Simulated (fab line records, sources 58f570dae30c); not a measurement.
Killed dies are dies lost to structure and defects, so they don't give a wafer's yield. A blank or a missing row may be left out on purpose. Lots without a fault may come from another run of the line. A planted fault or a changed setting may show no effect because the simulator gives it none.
One fault seen from 2 desks | flow berkeley_cmos170 | each desk has only its own numbers; what lay behind them comes last

THE METROLOGY DESK
What the gauges read, lot by lot, whatever tool the lot ran on: means of the sampled wafers that have a number. A lot is out of limits, marked OUT, if its mean lies more than 4 standard deviations from the usual mean; the brackets give that distance.
Columns: A = NWELL_OVL at UCB170_NWELL_OVL_MEAS_12, usual -1 nm; B = PWELL_NITRIDE_THK at UCB170_PWELL_THK_MEAS_06, usual 220.1 nm
lot  | first seen here | A   | B
L678 | day 2 10:31     | 6   | 220.5
L679 | day 2 14:19     | -1  | 217.0
L680 | day 2 20:53     | 4   | 216.8
L681 | day 3 00:12     | -5  | 219.0
L682 | day 3 12:55     | 0   | 223.2
L683 | day 3 12:58     | 7   | 219.3
L688 | day 4 15:34     | -3  | 206.7 (-6.4) OUT
L689 | day 4 22:23     | 1   | 208.4 (-5.6) OUT
L692 | day 5 18:02     | -15 | 219.0
L695 | day 6 01:02     | -5  | 219.3
L694 | day 6 01:17     | 2   | 219.6
L698 | day 6 18:18     | -9  | 219.7
L697 | day 6 18:32     | -6  | 221.5
L699 | day 6 21:00     | 2   | 216.8
This desk's finding: out of limits on L688, L689; first on L688, day 5 06:28 (PWELL_NITRIDE_THK at UCB170_PWELL_THK_MEAS_06). In limits: L678, L679, L680, L681, L682, L683, L692, L695, L694, L698, L697, L699.

THE TOOL OWNER'S DESK: lpcvd-01
The tool's own readings at UCB170_PWELL_CVD_05 (deposits Si3N4 from SiH2Cl2/NH3, target thk 220 nm, time 3300 s): means of the sampled wafers that have a number, for each lot that ran on this tool. A lot is out of limits, marked OUT, if its mean lies more than 4 standard deviations from the usual mean; the brackets give that distance.
Columns: A = pressure_mtorr at UCB170_PWELL_CVD_05, usual 200.0 mTorr
lot  | first seen here | A
L680 | day 3 15:01     | 200.8
L681 | day 3 15:01     | 200.0
L682 | day 4 03:42     | 200.3
L683 | day 4 03:42     | 199.7
L688 | day 5 04:32     | 160.3 (-95) OUT
L689 | day 5 15:41     | 159.8 (-96) OUT
This desk's finding: out of limits on L688, L689; first on L688, day 5 04:32 (pressure_mtorr at UCB170_PWELL_CVD_05). In limits: L680, L681, L682, L683.

PUT TOGETHER
The tool owner's desk could have raised an alarm at day 5 04:32, on L688, L689.
The metrology desk could have raised an alarm at day 5 06:28, on L688, L689.
Of the lots named, all ran UCB170_PWELL_CVD_05 on lpcvd-01.

WHAT THE SIMULATOR HAD PUT IN
Process parameter drift: lpcvd-01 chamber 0, from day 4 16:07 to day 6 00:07, at UCB170_PWELL_CVD_05. Setting pressure_mtorr, moved by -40, from 200. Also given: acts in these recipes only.
Lots struck among those shown: L688, L689.
Hours from the fault's start to each desk's first reading out of limits: the tool owner's desk, 12; the metrology desk, 14.
